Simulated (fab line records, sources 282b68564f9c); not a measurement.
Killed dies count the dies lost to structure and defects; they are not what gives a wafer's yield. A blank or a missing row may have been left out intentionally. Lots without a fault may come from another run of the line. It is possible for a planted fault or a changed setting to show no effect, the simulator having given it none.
Comparing a struck lot with a sound one / flow rit cmos / 17 out of 202 route steps
Sound: the wafers L159.2, L159.4, L159.5. Wafers struck: L165.1, L165.4, L165.5. At the end, the cause is stated.
For every step that has rows: the tool of each side, followed by ch and its chambers, followed by its first start. Under that, the readings that differ: sound wafers / struck wafers / difference of the means / sigmas: that difference in standard deviations of wafers without a fault.
alike: a reading whose means differ by less than 2 such deviations, as well as words and numbers matching on both sides. not compared: withheld readings; readings where some wafer has no value; bounds like >300 that might hide an equal value; numbers whose values overlap and for which the record gives no deviation.
A row with sigmas, a row that says differs or no value, or rows on one side alone: a step with any of these is where the two part. Numbers that have no deviation but don't overlap get no sigmas and don't part them. Lack of a reading on every wafer of one side parts them only where that side has two or more wafers.

first, 1 step without rows for these wafers: RIT_PSD_IMPLANT_08.
RIT_PSD_STRIP_09: strips in O2, time 180 s.
  sound on plasma asher-04 ch 0,1, day 5 18:07; struck on plasma asher-02 ch 0,1, day 7 02:32
  alike: drypump motor current A
  not compared: rf hours counter h
RIT_PSD_TW_MEAS_10:
  struck on film metro-02, day 7 02:43; sound on film metro-04, day 5 18:19
  alike: PSD_TW
then, 3 steps without rows for these wafers: RIT_SDANNEAL_CLEAN_00 (cleans in SC1, time 600 s); RIT_SDANNEAL_CLEAN_01 (cleans in dHF, time 30 s); RIT_SDANNEAL_CLEAN_02 (cleans in SC2, time 600 s).
RIT_SDANNEAL_RTA_03: time 5 s.
  sound on rtp anneal-02 ch 0, day 5 18:45; struck on rtp anneal-02 ch 0, day 7 03:08
  alike: anneal temp c max, wafer_temp_C_max
RIT_SDANNEAL_RS_MEAS_04: a four-point-probe measurement.
  struck on film metro-03, day 7 03:12; sound on film metro-02, day 5 18:49
  alike: PSD_RS
RIT_SDANNEAL_RS_MEAS_05: a four-point-probe measurement.
  struck on film metro-03, day 7 03:19; sound on film metro-02, day 5 18:56
  alike: NSD_RS
RIT_SDANNEAL_RS_MEAS_06: a four-point-probe measurement.
  struck on film metro-03, day 7 03:26; sound on film metro-02, day 5 19:04
  alike: PLDD_RS
RIT_SDANNEAL_RS_MEAS_07: a four-point-probe measurement.
  struck on film metro-03, day 7 03:34; sound on film metro-02, day 5 19:11
  alike: NLDD_RS
then, 1 step without rows for these wafers: RIT_SILICIDE_WET_ETCH_00 (etches SiO2 in BOE, target depth 14 nm, time 15 s).
RIT_SILICIDE_SPUTTER_01: material Ti, target thk 30 nm, time 240 s.
  struck on pvd sputter-04, day 7 03:41; sound on pvd sputter-04, day 5 19:18
reading=chamber pressure pa (Pa); sound=0.6657 0.6665 0.6680; struck=0.5823 0.5822 0.5847; difference=-0.0837; sigmas=-64
reading=model.Ti_of_SILICIDE_SPUTTER_01.thk nm (nm); sound=30.4 30.38 30.11; struck=31.46 31.56 31.17; difference=+1.10; sigmas=
  alike: throttle valve pct
RIT_SILICIDE_RS_MEAS_02: a four-point-probe measurement.
  struck on film metro-01, day 7 03:50; sound on film metro-01, day 5 19:28
reading=SILICIDE_TI_RS (ohm/sq); sound=47.1 47.2 47.8; struck=35.9 35.8 36.4; difference=-11.3; sigmas=-17
RIT_SILICIDE_THK_MEAS_03: measures by xrf.
  struck on film metro-01, day 7 03:58; sound on film metro-01, day 5 19:35
reading=SILICIDE_TI_THK (nm); sound=30.3 30.3 30.1; struck=31.5 31.7 31.1; difference=+1.2; sigmas=+3
RIT_SILICIDE_RTA_04: time 10 s, ramp up 5 s, ramp down 5 s.
  sound on rtp anneal-01 ch 0, day 5 19:38; struck on rtp anneal-01 ch 0, day 7 04:01
  alike: anneal temp c max, wafer_temp_C_max
RIT_M1_PROBE_99:
  struck on prober-02, day 7 10:34; sound on prober-02, day 6 02:24
reading=model.etest.contact pplus.end ohm um; sound=44.69 44.73 43.37; struck=47.97 47.29 47.39; difference=+3.29; sigmas=
reading=model.etest.npoly line.rs ohm sq; sound=16.92 16.74 17.13; struck=16.29 16.26 16.32; difference=-0.64; sigmas=
reading=model.etest.ppoly line.rs ohm sq; sound=16.41 16.41 16.38; struck=15.85 15.72 16; difference=-0.54; sigmas=
reading=model.etest.npoly sal.rs ohm sq; sound=4.26 4.258 4.352; struck=4.167 4.21 4.213; difference=-0.093; sigmas=
reading=model.etest.ppoly sal.rs ohm sq; sound=4.254 4.237 4.293; struck=4.149 4.152 4.197; difference=-0.095; sigmas=
reading=model.etest.pplus sal.rs ohm sq; sound=4.235 4.227 4.294; struck=4.15 4.135 4.183; difference=-0.10; sigmas=
reading=model.etest.nplus sal.rs ohm sq; sound=4.229 4.209 4.315; struck=4.137 4.139 4.206; difference=-0.090; sigmas=
  alike: killed at contacts, killed at front end, killed dies, killed open, killed short
  not compared: model.etest.pplus sal.line ohm um

WHERE THEY PART
First at RIT_SILICIDE_SPUTTER_01; last, within this record, at RIT_SILICIDE_THK_MEAS_03. Later steps at which nothing parts them and some readings are alike: RIT_SILICIDE_RTA_04, RIT_M1_PROBE_99.

WHY: whatever the simulator had introduced
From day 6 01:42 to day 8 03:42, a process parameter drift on pvd sputter-04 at RIT_SILICIDE_SPUTTER_01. The setting chamber pressure pa was moved by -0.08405, starting from 0.667.
